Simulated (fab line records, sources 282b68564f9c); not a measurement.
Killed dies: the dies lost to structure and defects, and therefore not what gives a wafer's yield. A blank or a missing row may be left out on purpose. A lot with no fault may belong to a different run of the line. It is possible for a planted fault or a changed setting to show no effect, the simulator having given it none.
fab line records / flow rit-cmos
record: lots: 13 wafers: 39 last-day: 8
route steps=202 shown ACTIVE@11
lots untouched by any fault: they come from a run of this same line in which no faults occurred
start-h: start of the lot's first displayed wafer, in hours after the record's first day / wait-h: hours since the lot's step before / " unchanged from the row above / L1.1+2: one row covering several wafers at once / - no value, or no start was given / * or withheld: withheld / < > ~ a bound
route shown NAME@n: names a module that has steps shown in the file, with the first one's number in the route / usual: mean and standard deviation over wafers with no fault / same: alike in all rows / chamber/n: place in a boat / sites: each site's reading / _std_site: standard deviation across them / _edge_site: the outer-site mean with the inner-site mean subtracted / radius-mm: how far each site lies from the wafer's centre / mask NAME#n: copy n / behind: tool/chamber where the wafer was last shaped / hold: the reason the lot was held/the length of the hold in hours/how it ended / device: the transistor (n, p or np) that didn't switch / end of line: the tests these same wafers got at the end of their route / step lacking rows: just its recipe / killed: dies lost to structure and defects at the first sort, not the wafer's yield / map: a wafer's dies, x killed, . not, _ none there
set.NAME: setting as actually run; set.NAME@STEP: the setting as run at that earlier step / model.NAME: the simulator's own value behind a step, which no gauge read
one table for each step of the route and one row for each wafer, over a sample of lots
== steps ==
step: RIT_ACTIVE_DEVELOP_10
recipe: resist: NOVOLAK develop-time-s: 50 dev-temp-c: 23
usual: developer-temp-C: 23.01/0.096
lot.wafer=L789.3 tool=litho-track-01 chamber=0 start-h=14 wait-h=- developer-temp-C=23.08
lot.wafer=L789.4 tool=litho-track-01 chamber=0 start-h=14 wait-h=- developer-temp-C=23.14
lot.wafer=L789.5 tool=litho-track-01 chamber=0 start-h=14 wait-h=- developer-temp-C=23.13
lot.wafer=L790.4 tool=litho-track-03 chamber=0 start-h=20 wait-h=- developer-temp-C=23.04
lot.wafer=L790.5 tool=litho-track-03 chamber=0 start-h=20 wait-h=- developer-temp-C=23.01
lot.wafer=L790.6 tool=litho-track-03 chamber=0 start-h=20 wait-h=- developer-temp-C=23.03
lot.wafer=L791.1 tool=litho-track-01 chamber=0 start-h=24 wait-h=- developer-temp-C=23.01
lot.wafer=L791.5 tool=litho-track-01 chamber=0 start-h=24 wait-h=- developer-temp-C=23.00
lot.wafer=L791.6 tool=litho-track-01 chamber=0 start-h=24 wait-h=- developer-temp-C=22.92
lot.wafer=L793.2 tool=litho-track-01 chamber=0 start-h=37 wait-h=- developer-temp-C=22.88
lot.wafer=L793.3 tool=litho-track-01 chamber=0 start-h=37 wait-h=- developer-temp-C=22.97
lot.wafer=L793.4 tool=litho-track-01 chamber=0 start-h=37 wait-h=- developer-temp-C=22.99
lot.wafer=L797.2 tool=litho-track-01 chamber=0 start-h=54 wait-h=- developer-temp-C=20.61
lot.wafer=L797.5 tool=litho-track-01 chamber=0 start-h=54 wait-h=- developer-temp-C=20.81
lot.wafer=L797.6 tool=litho-track-01 chamber=0 start-h=54 wait-h=- developer-temp-C=20.63
lot.wafer=L798.2 tool=litho-track-01 chamber=0 start-h=60 wait-h=- developer-temp-C=20.60
lot.wafer=L798.3 tool=litho-track-01 chamber=0 start-h=60 wait-h=- developer-temp-C=20.76
lot.wafer=L798.4 tool=litho-track-01 chamber=0 start-h=60 wait-h=- developer-temp-C=20.77
lot.wafer=L803.1 tool=litho-track-02 chamber=0 start-h=85 wait-h=- developer-temp-C=22.99
lot.wafer=L803.4 tool=litho-track-02 chamber=0 start-h=85 wait-h=- developer-temp-C=22.99
lot.wafer=L803.6 tool=litho-track-02 chamber=0 start-h=85 wait-h=- developer-temp-C=23.09
lot.wafer=L805.1 tool=litho-track-02 chamber=0 start-h=94 wait-h=- developer-temp-C=22.99
lot.wafer=L805.2 tool=litho-track-02 chamber=0 start-h=94 wait-h=- developer-temp-C=23.11
lot.wafer=L805.4 tool=litho-track-02 chamber=0 start-h=94 wait-h=- developer-temp-C=22.92
lot.wafer=L808.1 tool=litho-track-02 chamber=0 start-h=109 wait-h=- developer-temp-C=23.03
lot.wafer=L808.5 tool=litho-track-02 chamber=0 start-h=109 wait-h=- developer-temp-C=22.90
lot.wafer=L808.6 tool=litho-track-02 chamber=0 start-h=109 wait-h=- developer-temp-C=22.98
lot.wafer=L809.1 tool=litho-track-02 chamber=0 start-h=115 wait-h=- developer-temp-C=23.07
lot.wafer=L809.2 tool=litho-track-02 chamber=0 start-h=115 wait-h=- developer-temp-C=22.98
lot.wafer=L809.6 tool=litho-track-02 chamber=0 start-h=115 wait-h=- developer-temp-C=22.95
lot.wafer=L810.1 tool=litho-track-01 chamber=0 start-h=120 wait-h=- developer-temp-C=22.95
lot.wafer=L810.3 tool=litho-track-01 chamber=0 start-h=120 wait-h=- developer-temp-C=23.16
lot.wafer=L810.4 tool=litho-track-01 chamber=0 start-h=120 wait-h=- developer-temp-C=23.19
lot.wafer=L811.1 tool=litho-track-02 chamber=0 start-h=124 wait-h=- developer-temp-C=22.99
lot.wafer=L811.3 tool=litho-track-02 chamber=0 start-h=124 wait-h=- developer-temp-C=23.06
lot.wafer=L811.5 tool=litho-track-02 chamber=0 start-h=124 wait-h=- developer-temp-C=23.04
lot.wafer=L812.1 tool=litho-track-01 chamber=0 start-h=130 wait-h=- developer-temp-C=23.10
lot.wafer=L812.3 tool=litho-track-01 chamber=0 start-h=130 wait-h=- developer-temp-C=23.06
lot.wafer=L812.4 tool=litho-track-01 chamber=0 start-h=130 wait-h=- developer-temp-C=23.09
step: RIT_ACTIVE_CD_MEAS_11
recipe: target-cd-nm: 1400
usual: cd-nm: 1400.2/2
lot.wafer=L789.3 tool=cd-sem-02 chamber=- start-h=14.48 wait-h=- cd-nm=1399.7
lot.wafer=L789.4 tool=cd-sem-02 chamber=- start-h=14.48 wait-h=- cd-nm=1399.9
lot.wafer=L789.5 tool=cd-sem-02 chamber=- start-h=14.48 wait-h=- cd-nm=1398.3
lot.wafer=L790.4 tool=cd-sem-02 chamber=- start-h=20.49 wait-h=- cd-nm=1400.1
lot.wafer=L790.5 tool=cd-sem-02 chamber=- start-h=20.49 wait-h=- cd-nm=1399.8
lot.wafer=L790.6 tool=cd-sem-02 chamber=- start-h=20.49 wait-h=- cd-nm=1400.5
lot.wafer=L791.1 tool=cd-sem-01 chamber=- start-h=24.63 wait-h=- cd-nm=1399.0
lot.wafer=L791.5 tool=cd-sem-01 chamber=- start-h=24.63 wait-h=- cd-nm=1399.1
lot.wafer=L791.6 tool=cd-sem-01 chamber=- start-h=24.63 wait-h=- cd-nm=1400.0
lot.wafer=L793.2 tool=cd-sem-02 chamber=- start-h=37.73 wait-h=- cd-nm=1399.9
lot.wafer=L793.3 tool=cd-sem-02 chamber=- start-h=37.73 wait-h=- cd-nm=1399.6
lot.wafer=L793.4 tool=cd-sem-02 chamber=- start-h=37.73 wait-h=- cd-nm=1400.0
lot.wafer=L797.2 tool=cd-sem-02 chamber=- start-h=54.62 wait-h=- cd-nm=1393.7
lot.wafer=L797.5 tool=cd-sem-02 chamber=- start-h=54.62 wait-h=- cd-nm=1394.5
lot.wafer=L797.6 tool=cd-sem-02 chamber=- start-h=54.62 wait-h=- cd-nm=1395.7
lot.wafer=L798.2 tool=cd-sem-02 chamber=- start-h=60.57 wait-h=- cd-nm=1393.3
lot.wafer=L798.3 tool=cd-sem-02 chamber=- start-h=60.57 wait-h=- cd-nm=1394.8
lot.wafer=L798.4 tool=cd-sem-02 chamber=- start-h=60.57 wait-h=- cd-nm=1392.5
lot.wafer=L803.1 tool=cd-sem-02 chamber=- start-h=85.47 wait-h=- cd-nm=1401.0
lot.wafer=L803.4 tool=cd-sem-02 chamber=- start-h=85.47 wait-h=- cd-nm=1400.0
lot.wafer=L803.6 tool=cd-sem-02 chamber=- start-h=85.47 wait-h=- cd-nm=1400.7
lot.wafer=L805.1 tool=cd-sem-01 chamber=- start-h=94.98 wait-h=- cd-nm=1400.5
lot.wafer=L805.2 tool=cd-sem-01 chamber=- start-h=94.98 wait-h=- cd-nm=1400.6
lot.wafer=L805.4 tool=cd-sem-01 chamber=- start-h=94.98 wait-h=- cd-nm=1400.3
lot.wafer=L808.1 tool=cd-sem-02 chamber=- start-h=109.52 wait-h=- cd-nm=1404.0
lot.wafer=L808.5 tool=cd-sem-02 chamber=- start-h=109.52 wait-h=- cd-nm=1401.6
lot.wafer=L808.6 tool=cd-sem-02 chamber=- start-h=109.52 wait-h=- cd-nm=1401.1
lot.wafer=L809.1 tool=cd-sem-02 chamber=- start-h=115.27 wait-h=- cd-nm=1401.4
lot.wafer=L809.2 tool=cd-sem-02 chamber=- start-h=115.27 wait-h=- cd-nm=1401.9
lot.wafer=L809.6 tool=cd-sem-02 chamber=- start-h=115.27 wait-h=- cd-nm=1400.7
lot.wafer=L810.1 tool=cd-sem-02 chamber=- start-h=120.48 wait-h=- cd-nm=1394.7
lot.wafer=L810.3 tool=cd-sem-02 chamber=- start-h=120.48 wait-h=- cd-nm=1398.5
lot.wafer=L810.4 tool=cd-sem-02 chamber=- start-h=120.48 wait-h=- cd-nm=1397.5
lot.wafer=L811.1 tool=cd-sem-01 chamber=- start-h=124.61 wait-h=- cd-nm=1403.1
lot.wafer=L811.3 tool=cd-sem-01 chamber=- start-h=124.61 wait-h=- cd-nm=1403.8
lot.wafer=L811.5 tool=cd-sem-01 chamber=- start-h=124.61 wait-h=- cd-nm=1403.2
lot.wafer=L812.1 tool=cd-sem-01 chamber=- start-h=130.37 wait-h=- cd-nm=1396.2
lot.wafer=L812.3 tool=cd-sem-01 chamber=- start-h=130.37 wait-h=- cd-nm=1399.2
lot.wafer=L812.4 tool=cd-sem-01 chamber=- start-h=130.37 wait-h=- cd-nm=1399.2
== key ==
first-sign: step: RIT_ACTIVE_DEVELOP_10 reading: developer-temp-C direction: down sigmas: 24 usual: * struck: *
effect: step: RIT_ACTIVE_CD_MEAS_11 reading: cd-nm direction: down sigmas: 3.1 usual: 1400.2 struck: 1394.1
met-at RIT_ACTIVE_DEVELOP_10
struck-lots L797,L798
tester-left-out L797,L798
onset-between 37 54
fault: kind: process-parameter-drift tool: litho-track-01 chamber: - onset-h: 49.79 steps: RIT_ACTIVE_DEVELOP_10 channel: dev-temp-c offset: * shape: step end-h: 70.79 acts-in: * stated: *
tester-left-out: of these lots the tester's yield and bins aren't shown, on N5 and GAA mostly nor the transistor test; their killed dies are dies lost to structure and defects alone, not to doping, threshold or leakage, so they don't give the yield
